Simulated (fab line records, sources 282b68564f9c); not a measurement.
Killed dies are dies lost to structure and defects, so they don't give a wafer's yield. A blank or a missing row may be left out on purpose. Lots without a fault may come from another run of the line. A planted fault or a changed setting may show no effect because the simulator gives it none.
fab line records | flow rit_cmos
record lots=6 wafers=16 last_day=7
route steps=202 shown ACTIVE@11 FOX1@20 FOX2@23 NWELL@28 PWELL@39 WELLDRIVE@50 SILICIDE@161 M1@202
lots that met no fault: from a run of the same line without faults
start_h: hours from the record's first day to the start of the lot's first wafer shown | wait_h: hours since the lot's step before | " the same as in the row above | L1.1+2: a row that stands for several wafers | - no value, or no start given | * or withheld: withheld | < > ~ a bound
route shown NAME@n: a module of which the file shows steps, and the number in the route of the first | usual: mean/standard deviation of fault-free wafers | same: alike in all rows | chamber/n: place in a boat | sites: the reading at each site | _std_site: their standard deviation | _edge_site: outer sites' mean less inner sites' | radius_mm: how far each site lies from the wafer's centre | mask NAME#n: copy n | behind: the tool/chamber that last shaped the wafer | hold: why the lot was held/for how many hours/how that ended | device: the transistor (n, p or np) that didn't switch | end of line: the same wafers' tests at the end of the route | a step without rows: its recipe alone | killed: dies lost to structure and defects at the first sort, not the wafer's yield | map: a wafer's dies, x killed, . not, _ none there
set.NAME: the setting as run; set.NAME@STEP: as run at that earlier step | model.NAME: the simulator's own value behind a step, which no gauge read
lots at some steps of the route; a table a step, a row a wafer
services: from which hour (start_h, from the record's first day; less than 0 if before it) a tool's chamber was out of use, for how many hours, and why
## steps
# step RIT_ACTIVE_DEVELOP_10
# recipe resist=NOVOLAK develop_time_s=50 dev_temp_c=23
# step RIT_ACTIVE_CD_MEAS_11
# recipe target_cd_nm=1400
# usual cd_nm=1400.3/2.2
# columns lot.wafer tool chamber start_h wait_h cd_nm
L232.1 cd_sem-02 - 15.30 - 1400.6
L232.3 " - " " 1401.7
L232.6 " - " " 1399.1
L233.2 cd_sem-01 - 20.29 - 1401.0
L233.3 " - " " 1403.0
L233.5 " - " " 1402.9
L241.6 cd_sem-01 - 60.28 - 1399.3
L243.2 cd_sem-01 - 70.51 - 1403.5
L243.4 " - " " 1404.3
L243.6 " - " " 1404.2
L250.3 cd_sem-02 - 107.08 - 1393.9
L250.5 " - " " 1394.7
L250.6 " - " " 1395.0
L252.1 cd_sem-01 - 114.58 - 1401.3
L252.4 " - " " 1400.7
L252.6 " - " " 1399.5
# step RIT_ACTIVE_HARDBAKE_12
# recipe resist=NOVOLAK temp_c=140 time_s=60
# step RIT_ACTIVE_ETCH_13
# recipe stop_on=SiO2 chemistry=SF6 target=Si3N4 time_s=210 over_etch_frac=0.4 SF6_flow_sccm=200 pressure_mtorr=260 rf_w=125 target_depth_a=2100
# usual SF6_flow_sccm=200.0/0.7 drypump_motor_current_A=5.9/0.36 oes_product_au=0.826/0.015 throttle_valve_pct=7.44/0.11
# columns lot.wafer tool chamber start_h wait_h SF6_flow_sccm drypump_motor_current_A oes_product_au rf_hours_counter_h throttle_valve_pct
L232.1 rie_diel-03 1 15.57 0.1 199.6 5.7 0.855 104 7.40
L232.3 " 0 " " 200.6 5.2 0.818 126 7.42
L232.6 " 3 " " 200.0 5.9 0.836 - 7.36
L233.2 rie_diel-02 3 20.54 0.1 200.7 5.8 0.810 94 7.63
L233.3 " 1 " " 198.9 6.0 0.829 19 7.25
L233.5 " 2 " " 200.1 5.7 0.819 - 7.44
L241.6 rie_diel-02 2 60.51 0.1 200.3 5.8 0.828 - 7.45
L243.2 rie_diel-04 2 70.76 0.1 200.1 5.4 0.835 120 7.41
L243.4 " 1 " " 199.3 6.6 0.828 83 7.41
L243.6 " 0 " " 198.8 6.0 0.820 - 7.68
L250.3 rie_diel-02 0 107.31 0.1 199.4 6.2 0.831 5 7.48
L250.5 " 0 " " 199.5 6.2 0.835 - 7.47
L250.6 " 3 " " 199.7 5.7 0.796 - 7.65
L252.1 rie_diel-04 2 114.85 0.1 199.4 5.4 0.829 121 7.43
L252.4 " 0 " " 199.0 6.0 0.821 91 7.69
L252.6 " 3 " " 199.7 5.8 0.800 - 7.44
# step RIT_ACTIVE_STRIP_14
# recipe chemistry=O2 time_s=180 resist=NOVOLAK platen_temp_c=withheld power_w=500 pressure_mtorr=4000 o2_flow_sccm=4000
# usual drypump_motor_current_A=5.5/0.35 rf_refl_power_W=6.3/1.6
# columns lot.wafer tool chamber start_h wait_h drypump_motor_current_A rf_hours_counter_h rf_refl_power_W
L232.1 plasma_asher-03 0 15.71 0.1 5.1 37 7.0
L232.3 " 0 " " 5.2 - 6.8
L232.6 " 1 " " 5.5 - 5.1
L233.2 plasma_asher-01 0 20.68 0.1 5.9 39 8.8
L233.3 " 1 " " 5.8 - 4.7
L233.5 " 0 " " 5.9 - 8.8
L241.6 plasma_asher-01 0 60.70 0.1 5.9 - 9.0
L243.2 plasma_asher-03 1 70.89 0.1 5.4 42 5.1
L243.4 " 1 " " 5.5 - 5.2
L243.6 " 1 " " 5.5 - 5.1
L250.3 plasma_asher-01 0 107.50 0.1 5.9 - 8.9
L250.5 " 0 " " 5.9 - 8.8
L250.6 " 1 " " 5.8 - 4.7
L252.1 plasma_asher-02 0 114.98 0.1 5.6 46 4.7
L252.4 " 0 " " 5.6 - 4.5
L252.6 " 1 " " 4.9 - 6.7
# step RIT_ACTIVE_CD_MEAS_90
# recipe target_cd_nm=1400
# usual cd_nm=1400.3/2.2
# columns lot.wafer tool chamber start_h wait_h cd_nm
L232.1 cd_sem-02 - 15.88 0.1 1400.8
L232.3 " - " " 1401.9
L232.6 " - " " 1399.4
L233.2 cd_sem-02 - 20.87 0.1 1400.7
L233.3 " - " " 1402.7
L233.5 " - " " 1403.1
L241.6 cd_sem-01 - 60.86 0.1 1399.3
L243.2 cd_sem-02 - 71.09 0.1 1403.5
L243.4 " - " " 1404.7
L243.6 " - " " 1404.0
L250.3 cd_sem-01 - 107.66 0.1 1393.6
L250.5 " - " " 1394.7
L250.6 " - " " 1395.0
L252.1 cd_sem-01 - 115.16 0.1 1401.4
L252.4 " - " " 1400.2
L252.6 " - " " 1399.7
# step RIT_ACTIVE_CLEAN_15
# recipe chemistry=SC1 mix=3:3:50 time_s=600 temp_c=75
# step RIT_ACTIVE_CLEAN_16
# recipe chemistry=dHF dilution=50:1 time_s=30
# step RIT_ACTIVE_CLEAN_17
# recipe chemistry=SC2 mix=3:3:50 time_s=600 temp_c=75 dry=n2_spin
# step RIT_FOX1_OXIDATION_00
# recipe temp_c=1100 ambient=H2O target_thk_a=3507 p_h2o_torr=720 ox_time_s=1130
# step RIT_FOX1_THK_MEAS_01
# recipe reads=SiO2_of_FOX1_OXIDATION_00
# usual FOX1_OXIDE_THK=351/9.6
# columns lot.wafer tool chamber start_h wait_h FOX1_OXIDE_THK[nm]
L232.1 film_metro-02 - 17.86 0.0 345
L232.3 " - " " 342
L232.6 " - " " 342
L233.2 film_metro-02 - 23.06 0.0 355
L233.3 " - " " 360
L233.5 " - " " 347
L241.6 film_metro-01 - 62.62 0.1 335
L243.2 film_metro-02 - 73.62 0.0 354
L243.4 " - " " 354
L243.6 " - " " 349
L250.3 film_metro-01 - 109.50 0.0 352
L250.5 " - " " 349
L250.6 " - " " 349
L252.1 film_metro-01 - 117.20 0.0 362
L252.4 " - " " 355
L252.6 " - " " 362
# step RIT_FOX1_WET_ETCH_02
# recipe chemistry=BOE target_depth_nm=350 time_s=390 temp_c=21.5 dry=n2_spin dilution=10:1 target=SiO2
# step RIT_FOX2_OXIDATION_00
# recipe temp_c=1100 ambient=H2O target_thk_a=3507 p_h2o_torr=720 ox_time_s=1130
# usual tube_center_temp_C=1100/0.091
# same ox_time_s=1130
# columns lot.wafer tool chamber start_h wait_h tube_center_temp_C model.SiO2_of_FOX2_OXIDATION_00.thk_nm
L232.1 furnace-04 0 18.03 0.0 1100 352.4
L232.3 " 0 " " 1099.8 360.3
L232.6 " 0 " " 1100 355.3
L233.2 furnace-03 0 23.24 0.0 1100 350.6
L233.3 " 0 " " 1100 360
L233.5 " 0 " " 1099.8 352.2
L241.6 furnace-04 0 62.76 0.0 1100 363.2
L243.2 furnace-04 0 73.79 0.0 1099.9 359.7
L243.4 " 0 " " 1099.9 368.3
L243.6 " 0 " " 1100.1 358.6
L250.3 furnace-01 0 109.66 0.0 1100 362.4
L250.5 " 0 " " 1100 361.3
L250.6 " 0 " " 1100 354.6
L252.1 furnace-01 0 117.87 0.5 1099.9 356.5
L252.4 " 0 " " 1099.8 359
L252.6 " 0 " " 1099.9 352.5
# step RIT_FOX2_THK_MEAS_01
# recipe reads=SiO2_of_FOX2_OXIDATION_00
# usual FOX2_OXIDE_THK=349/6.6
# columns lot.wafer tool chamber start_h wait_h FOX2_OXIDE_THK[nm]
L232.1 film_metro-03 - 19.35 0.0 353
L232.3 " - " " 360
L232.6 " - " " 355
L233.2 film_metro-04 - 24.56 0.0 351
L233.3 " - " " 360
L233.5 " - " " 352
L241.6 film_metro-04 - 64.12 0.1 363
L243.2 film_metro-04 - 75.12 0.0 360
L243.4 " - " " 368
L243.6 " - " " 359
L250.3 film_metro-04 - 110.99 0.0 362
L250.5 " - " " 361
L250.6 " - " " 355
L252.1 film_metro-03 - 119.19 0.0 357
L252.4 " - " " 359
L252.6 " - " " 353
# step RIT_FOX2_CLEAN_02
# recipe chemistry=dHF dilution=50:1 time_s=180
# step RIT_FOX2_WET_ETCH_03
# recipe chemistry=H3PO4 target=Si3N4 target_depth_nm=195 temp_c=165 time_s=2700
# step RIT_FOX2_THK_MEAS_90
# recipe reads=SiO2_of_FOX2_OXIDATION_00
# usual FIELD_OXIDE_LEFT_1_THK=322/6.7
# columns lot.wafer tool chamber start_h wait_h FIELD_OXIDE_LEFT_1_THK[nm]
L232.1 film_metro-04 - 20.23 0.0 325
L232.3 " - " " 333
L232.6 " - " " 328
L233.2 film_metro-01 - 25.51 0.0 323
L233.3 " - " " 333
L233.5 " - " " 325
L241.6 film_metro-01 - 65.07 0.1 336
L243.2 film_metro-01 - 76.06 0.0 332
L243.4 " - " " 340
L243.6 " - " " 331
L250.3 film_metro-03 - 111.88 0.0 335
L250.5 " - " " 334
L250.6 " - " " 328
L252.1 film_metro-03 - 120.06 0.0 329
L252.4 " - " " 332
L252.6 " - " " 326
# step RIT_NWELL_HMDS_00
# recipe prime_time_s=60 prime_temp_c=140
# step RIT_NWELL_COAT_01
# recipe resist=NOVOLAK spin_rpm=2000 resist_thk_nm=1300
# step RIT_NWELL_SOFTBAKE_02
# recipe resist=NOVOLAK temp_c=90 time_s=60
# step RIT_NWELL_EXPOSE_03
# recipe mask_id=M2 na=0.57 target_cd_nm=43900 dose_mj=250
# step RIT_NWELL_PEB_04
# recipe resist=NOVOLAK temp_c=withheld time_s=withheld
# step RIT_NWELL_DEVELOP_05
# recipe resist=NOVOLAK develop_time_s=68 dev_temp_c=23
# step RIT_NWELL_OVL_MEAS_06
# usual NWELL_OVL=0.5/1.4
# columns lot.wafer tool chamber start_h wait_h NWELL_OVL[nm]
L232.1 overlay-01 - 21.29 - -1.0
L232.3 " - " " 0.3
L232.6 " - " " -2.5
L233.2 overlay-02 - 26.45 - 0.2
L233.3 " - " " 0.4
L233.5 " - " " -0.1
L241.6 overlay-01 - 65.99 - 2.8
L243.2 overlay-02 - 77.09 - -0.3
L243.4 " - " " -1.1
L243.6 " - " " -0.9
L250.3 overlay-02 - 112.93 - -0.6
L250.5 " - " " 1.3
L250.6 " - " " 1.7
L252.1 overlay-02 - 121.00 - -0.4
L252.4 " - " " -0.2
L252.6 " - " " 1.1
# step RIT_NWELL_HARDBAKE_07
# recipe resist=NOVOLAK temp_c=140 time_s=120
# step RIT_NWELL_IMPLANT_08
# recipe species=P energy_kev=170 dose_cm2=5e+13 tilt_deg=7
# step RIT_NWELL_STRIP_09
# recipe chemistry=O2 time_s=180 resist=NOVOLAK platen_temp_c=withheld power_w=500 pressure_mtorr=4000 o2_flow_sccm=4000
# usual drypump_motor_current_A=5.6/0.4 rf_refl_power_W=6.4/1.6
# columns lot.wafer tool chamber start_h wait_h drypump_motor_current_A rf_hours_counter_h rf_refl_power_W
L232.1 plasma_asher-01 1 21.73 0.1 5.8 39 4.8
L232.3 " 1 " " 5.8 - 4.6
L232.6 " 1 " " 5.8 - 4.5
L233.2 plasma_asher-01 1 26.88 0.1 5.8 39 4.9
L233.3 " 0 " " 5.9 - 8.9
L233.5 " 1 " " 5.8 - 4.6
L241.6 plasma_asher-02 1 66.51 0.1 4.9 - 6.5
L243.2 plasma_asher-02 0 77.52 0.1 5.6 42 4.6
L243.4 " 0 " " 5.6 - 4.7
L243.6 " 0 " " 5.6 - 4.3
L250.3 plasma_asher-02 1 113.42 0.1 4.9 - 6.8
L250.5 " 1 " " 4.9 - 6.5
L250.6 " 0 " " 5.6 - 4.4
L252.1 plasma_asher-04 1 121.44 0.1 5.3 34 8.2
L252.4 " 0 " " 6.1 - 6.1
L252.6 " 0 " " 6.1 - 5.8
# step RIT_NWELL_TW_MEAS_10
# usual NWELL_TW=2137/9.7
# columns lot.wafer tool chamber start_h wait_h NWELL_TW
L232.1 film_metro-02 - 21.91 0.1 2153
L232.3 " - " " 2139
L232.6 " - " " 2143
L233.2 film_metro-01 - 27.06 0.1 2134
L233.3 " - " " 2138
L233.5 " - " " 2144
L241.6 film_metro-01 - 66.62 0.1 2132
L243.2 film_metro-01 - 77.70 0.1 2142
L243.4 " - " " 2137
L243.6 " - " " 2143
L250.3 film_metro-01 - 113.55 0.1 2132
L250.5 " - " " 2137
L250.6 " - " " 2143
L252.1 film_metro-02 - 121.62 0.1 2156
L252.4 " - " " 2149
L252.6 " - " " 2150
# step RIT_PWELL_HMDS_00
# recipe prime_time_s=60 prime_temp_c=140
# step RIT_PWELL_COAT_01
# recipe resist=NOVOLAK spin_rpm=2000 resist_thk_nm=1300
# step RIT_PWELL_SOFTBAKE_02
# recipe resist=NOVOLAK temp_c=90 time_s=60
# step RIT_PWELL_EXPOSE_03
# recipe mask_id=M3 na=0.57 target_cd_nm=43700 dose_mj=250
# step RIT_PWELL_PEB_04
# recipe resist=NOVOLAK temp_c=withheld time_s=withheld
# step RIT_PWELL_DEVELOP_05
# recipe resist=NOVOLAK develop_time_s=68 dev_temp_c=23
# step RIT_PWELL_OVL_MEAS_06
# usual PWELL_OVL=-0.1/1.3
# columns lot.wafer tool chamber start_h wait_h PWELL_OVL[nm]
L232.1 overlay-01 - 22.85 - -0.4
L232.3 " - " " -0.8
L232.6 " - " " -2.1
L233.2 overlay-02 - 28.00 - 0.5
L233.3 " - " " 1.2
L233.5 " - " " 0.3
L241.6 overlay-02 - 67.67 - -0.1
L243.2 overlay-02 - 78.64 - -3.0
L243.4 " - " " -2.1
L243.6 " - " " -2.7
L250.3 overlay-01 - 114.48 - 1.0
L250.5 " - " " 1.7
L250.6 " - " " 0.2
L252.1 overlay-01 - 122.68 - -0.4
L252.4 " - " " -1.1
L252.6 " - " " -0.8
# step RIT_PWELL_HARDBAKE_07
# recipe resist=NOVOLAK temp_c=140 time_s=120
# step RIT_PWELL_IMPLANT_08
# recipe species=B energy_kev=170 dose_cm2=7e+13 tilt_deg=7
# step RIT_PWELL_STRIP_09
# recipe chemistry=O2 time_s=180 resist=NOVOLAK platen_temp_c=withheld power_w=500 pressure_mtorr=4000 o2_flow_sccm=4000
# usual drypump_motor_current_A=5.6/0.37 rf_refl_power_W=6.4/1.3
# columns lot.wafer tool chamber start_h wait_h drypump_motor_current_A rf_hours_counter_h rf_refl_power_W
L232.1 plasma_asher-03 1 23.28 0.1 5.5 37 5.2
L232.3 " 0 " " 5.1 - 7.0
L232.6 " 1 " " 5.5 - 5.3
L233.2 plasma_asher-03 1 28.43 0.1 5.5 38 5.1
L233.3 " 1 " " 5.4 - 5.3
L233.5 " 0 " " 5.1 - 6.8
L241.6 plasma_asher-04 0 68.20 0.1 6.1 - 5.8
L243.2 plasma_asher-03 1 79.07 0.1 5.5 43 5.3
L243.4 " 1 " " 5.4 - 5.3
L243.6 " 1 " " 5.4 - 5.3
L250.3 plasma_asher-03 1 114.97 0.1 5.4 - 5.2
L250.5 " 0 " " 5.1 - 7.0
L250.6 " 1 " " 5.5 - 5.2
L252.1 plasma_asher-01 0 123.12 0.1 5.9 1 8.9
L252.4 " 1 " " 5.8 - 4.4
L252.6 " 1 " " 5.8 - 4.7
# step RIT_PWELL_TW_MEAS_10
# usual PWELL_TW=950/5.6
# columns lot.wafer tool chamber start_h wait_h PWELL_TW
L232.1 film_metro-01 - 23.46 0.1 941
L232.3 " - " " 941
L232.6 " - " " 942
L233.2 film_metro-02 - 28.61 0.1 947
L233.3 " - " " 950
L233.5 " - " " 945
L241.6 film_metro-03 - 68.31 0.1 942
L243.2 film_metro-02 - 79.25 0.1 960
L243.4 " - " " 957
L243.6 " - " " 955
L250.3 film_metro-03 - 115.10 0.1 948
L250.5 " - " " 953
L250.6 " - " " 949
L252.1 film_metro-01 - 123.29 0.1 951
L252.4 " - " " 950
L252.6 " - " " 954
# step RIT_WELLDRIVE_ANNEAL_00
# recipe temp_c=1100 time_s=14700 ambient=N2
# step RIT_WELLDRIVE_RS_MEAS_01
# recipe thk_meas_gauge=four-point-probe
# usual NWELL_RS=275.3/0.91
# columns lot.wafer tool chamber start_h wait_h NWELL_RS[ohm/sq]
L232.1 film_metro-01 - 28.60 0.0 275.8
L232.3 " - " " 275.8
L232.6 " - " " 275.8
L233.2 film_metro-03 - 33.77 0.0 274.9
L233.3 " - " " 275.4
L233.5 " - " " 274.5
L241.6 film_metro-01 - 73.58 0.1 273.9
L243.2 film_metro-03 - 84.40 0.0 275.6
L243.4 " - " " 276.6
L243.6 " - " " 275.9
L250.3 film_metro-02 - 120.43 0.0 275.8
L250.5 " - " " 275.2
L250.6 " - " " 274.7
L252.1 film_metro-02 - 128.43 0.0 273.8
L252.4 " - " " 274.7
L252.6 " - " " 274.3
# step RIT_WELLDRIVE_RS_MEAS_02
# recipe thk_meas_gauge=four-point-probe
# usual PWELL_RS=429.6/1.2
# columns lot.wafer tool chamber start_h wait_h PWELL_RS[ohm/sq]
L232.1 film_metro-01 - 28.72 0.1 430.7
L232.3 " - " " 429.8
L232.6 " - " " 430.7
L233.2 film_metro-03 - 33.89 0.1 429.3
L233.3 " - " " 429.1
L233.5 " - " " 428.8
L241.6 film_metro-01 - 73.70 0.1 430.4
L243.2 film_metro-03 - 84.52 0.1 429.5
L243.4 " - " " 429.6
L243.6 " - " " 428.5
L250.3 film_metro-02 - 120.55 0.1 430.3
L250.5 " - " " 429.2
L250.6 " - " " 431.0
L252.1 film_metro-02 - 128.55 0.1 427.4
L252.4 " - " " 428.6
L252.6 " - " " 428.3
# step RIT_SILICIDE_WET_ETCH_00
# recipe chemistry=BOE target=SiO2 target_depth_nm=14 time_s=15 dry=n2_spin dilution=10:1 temp_c=21.5
# columns lot.wafer tool chamber start_h wait_h model.SiO2_of_FOX2_OXIDATION_00.thk_nm
L232.1 wet_bench-02 3 51.94 0.1 153.6
L232.3 " 3 " " 159.8
L232.6 " 3 " " 156
L233.2 wet_bench-02 1 56.16 0.1 150.8
L233.3 " 1 " " 159.7
L233.5 " 1 " " 153.2
L241.6 wet_bench-02 0 101.27 0.0 161.7
L243.2 wet_bench-03 0 112.07 0.1 159.3
L243.4 " 0 " " 166
L243.6 " 0 " " 158.4
L250.3 wet_bench-03 1 144.73 0.1 162.1
L250.5 " 1 " " 162.4
L250.6 " 1 " " 154.9
L252.1 wet_bench-03 0 151.85 0.1 156.6
L252.4 " 0 " " 158.3
L252.6 " 0 " " 152.7
# step RIT_M1_PROBE_99
# usual killed_at_contacts=0.0/0.22 killed_at_front_end=7/3.1 killed_dies=7/3.1 killed_open=3.5/2 killed_short=3.3/2
# same gross_dies=264 killed_at_M0_to_M3=0 killed_at_M4_up=0 killed_at_back_side=0 killed_at_other=0
# columns lot.wafer tool chamber start_h wait_h killed_at_contacts killed_at_front_end killed_dies killed_open killed_short model.etest.field_n.vt_v model.etest.field_p_metal.vt_v
L232.1 prober-02 - 60.67 0.1 0 8 8 2 6 34.93 -28.53
L232.3 prober-02 - 60.77 0.2 0 8 8 4 4 35.92 -28.21
L232.6 prober-02 - 60.92 0.2 0 5 5 1 4 35.31 -28.58
L233.2 prober-01 - 63.41 0.1 0 5 5 3 2 34.5 -29.12
L233.3 prober-01 - 63.46 0.2 0 14 14 7 7 35.83 -28.75
L233.5 prober-01 - 63.56 0.2 0 4 4 2 2 34.71 -29.65
L241.6 prober-01 - 108.46 0.2 0 4 4 3 1 36.38 -29.69
L243.2 prober-01 - 118.99 0.1 0 1 1 1 0 35.85 -28.42
L243.4 prober-01 - 119.09 0.2 0 10 10 4 6 36.9 -28.43
L243.6 prober-01 - 119.19 0.2 1 13 14 9 5 35.7 -29.08
L250.3 prober-02 - 152.67 0.2 1 4 5 2 3 36.26 -28.26
L250.5 prober-02 - 152.77 0.2 0 4 4 2 2 36.17 -29.07
L250.6 prober-02 - 152.82 0.2 0 7 7 4 3 35.2 -29.06
L252.1 prober-02 - 158.99 0.1 0 12 12 5 7 35.61 -28.7
L252.4 prober-02 - 159.14 0.2 0 8 8 5 3 35.97 -29.03
L252.6 prober-02 - 159.24 0.2 0 12 12 5 7 35.02 -29.3
# killed by level:class
L232.1 REOX:geometric_particle:short=4 FOX1:geometric_particle:short=1 FOX2:geometric_particle:open=1 REOX:geometric_particle:open=1 SPACER:geometric_particle:short=1
L232.3 GATE:geometric_particle:short=2 REOX:geometric_particle:open=2 FOX1:geometric_particle:open=1 GATE:geometric_particle:open=1 REOX:geometric_particle:short=1 SPACER:geometric_particle:short=1
L232.6 FOX1:geometric_particle:short=2 SPACER:geometric_particle:short=2 FOX1:geometric_particle:open=1
L233.2 FOX1:geometric_particle:short=1 FOX2:geometric_particle:open=1 GATE:geometric_particle:open=1 SPACER:geometric_particle:open=1 SILICIDE:geometric_particle:short=1
L233.3 GATE:geometric_particle:short=4 REOX:geometric_particle:open=2 SPACER:geometric_particle:open=2 FOX1:geometric_particle:open=1 FOX1:geometric_particle:short=1 GATE:geometric_particle:open=1 SPACER:geometric_particle:short=1 SILICIDE:geometric_particle:open=1
L233.5 GATE:geometric_particle:short=2 GATE:geometric_particle:open=1 SPACER:geometric_particle:open=1
L241.6 GATE:geometric_particle:short=1 GATE:geometric_particle:open=1 REOX:geometric_particle:open=1 SPACER:geometric_particle:open=1
L243.2 REOX:geometric_particle:open=1
L243.4 REOX:geometric_particle:short=2 SILICIDE:geometric_particle:short=2 FOX1:geometric_particle:short=1 FOX1:geometric_particle:open=1 FOX2:geometric_particle:short=1 GATE:geometric_particle:open=1 REOX:geometric_particle:open=1 SILICIDE:geometric_particle:open=1
L243.6 GATE:geometric_particle:open=3 SILICIDE:geometric_particle:open=3 GATE:geometric_particle:short=2 REOX:geometric_particle:open=2 FOX1:geometric_particle:short=1 FOX2:geometric_particle:open=1 REOX:geometric_particle:short=1 CONTACT:geometric_particle:short=1
L250.3 SPACER:geometric_particle:short=2 GATE:geometric_particle:open=1 SPACER:geometric_particle:open=1 CONTACT:geometric_particle:short=1
L250.5 GATE:geometric_particle:open=2 GATE:geometric_particle:short=2
L250.6 GATE:geometric_particle:open=2 ACTIVE:geometric_particle:open=1 FOX1:geometric_particle:short=1 FOX2:geometric_particle:short=1 REOX:geometric_particle:open=1 REOX:geometric_particle:short=1
L252.1 GATE:geometric_particle:open=2 GATE:geometric_particle:short=2 REOX:geometric_particle:short=2 SILICIDE:geometric_particle:open=2 FOX1:geometric_particle:short=1 SPACER:geometric_particle:short=1 SPACER:geometric_particle:open=1 SILICIDE:geometric_particle:short=1
L252.4 SPACER:geometric_particle:open=3 GATE:geometric_particle:short=2 FOX1:geometric_particle:short=1 GATE:geometric_particle:open=1 SILICIDE:geometric_particle:open=1
L252.6 GATE:geometric_particle:short=3 FOX2:geometric_particle:open=2 GATE:geometric_particle:open=2 REOX:geometric_particle:short=2 FOX1:geometric_particle:short=1 FOX2:geometric_particle:short=1 REOX:geometric_particle:open=1
## services
# columns tool chamber start_h hours kind
furnace-03 - 4.57 4.1 pm
furnace-04 - 6.28 3.2 pm
wet_bench-03 - 10.26 0.8 repair
rie_diel-04 2 14.79 2.4 repair
rie_diel-04 1 19.58 10.2 repair
rie_diel-04 2 30.47 10.7 repair
rie_diel-03 3 47.04 21.2 repair
rie_diel-03 1 65.27 17.5 repair
plasma_asher-02 - 75.76 0.5 repair
furnace-04 - 80.28 2.5 repair
plasma_asher-01 - 81.88 3.2 repair
rie_diel-03 - 85.17 14.6 pm
rie_diel-04 - 91.95 0.8 repair
furnace-01 - 102.05 4.2 pm
plasma_asher-01 - 108.75 9.0 pm
plasma_asher-01 - 110.76 0.7 repair
rie_diel-03 3 120.34 23.2 repair
plasma_asher-02 - 124.14 9.8 repair
furnace-04 - 129.60 1.5 pm
furnace-03 - 138.92 4.0 pm
rie_diel-03 0 139.10 2.5 repair
rie_diel-04 1 142.23 5.8 repair
rie_diel-03 2 143.09 24.3 repair
rie_diel-04 - 146.34 1.0 repair
## key
first_sign step=RIT_FOX2_THK_MEAS_01 reading=FOX2_OXIDE_THK direction=up sigmas=2 usual=349 struck=362
effect step=RIT_FOX2_THK_MEAS_90 reading=FIELD_OXIDE_LEFT_1_THK direction=up sigmas=1.9 usual=322 struck=335
model_effect step=RIT_FOX2_OXIDATION_00 value=SiO2_of_FOX2_OXIDATION_00.thk_nm without=343.5 struck=362.4
model_effect step=RIT_SILICIDE_WET_ETCH_00 value=SiO2_of_FOX2_OXIDATION_00.thk_nm without=142.4 struck=161.3
model_effect step=RIT_M1_PROBE_99 value=etest.field_n.vt_v without=33.68 struck=36.21
met_at RIT_FOX2_OXIDATION_00
struck_wafers L241.6,L243.2,L243.4,L243.6
tester_left_out L241,L243
onset_between 18.03 62.76
fault kind=process_parameter_drift tool=furnace-04 chamber=- onset_h=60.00 steps=RIT_FOX2_OXIDATION_00 channel=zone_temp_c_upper offset=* shape=step end_h=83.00
# tester_left_out: of these lots the tester's yield and bins aren't shown, on N5 and GAA mostly nor the transistor test; their killed dies are dies lost to structure and defects alone, not to doping, threshold or leakage, so they don't give the yield
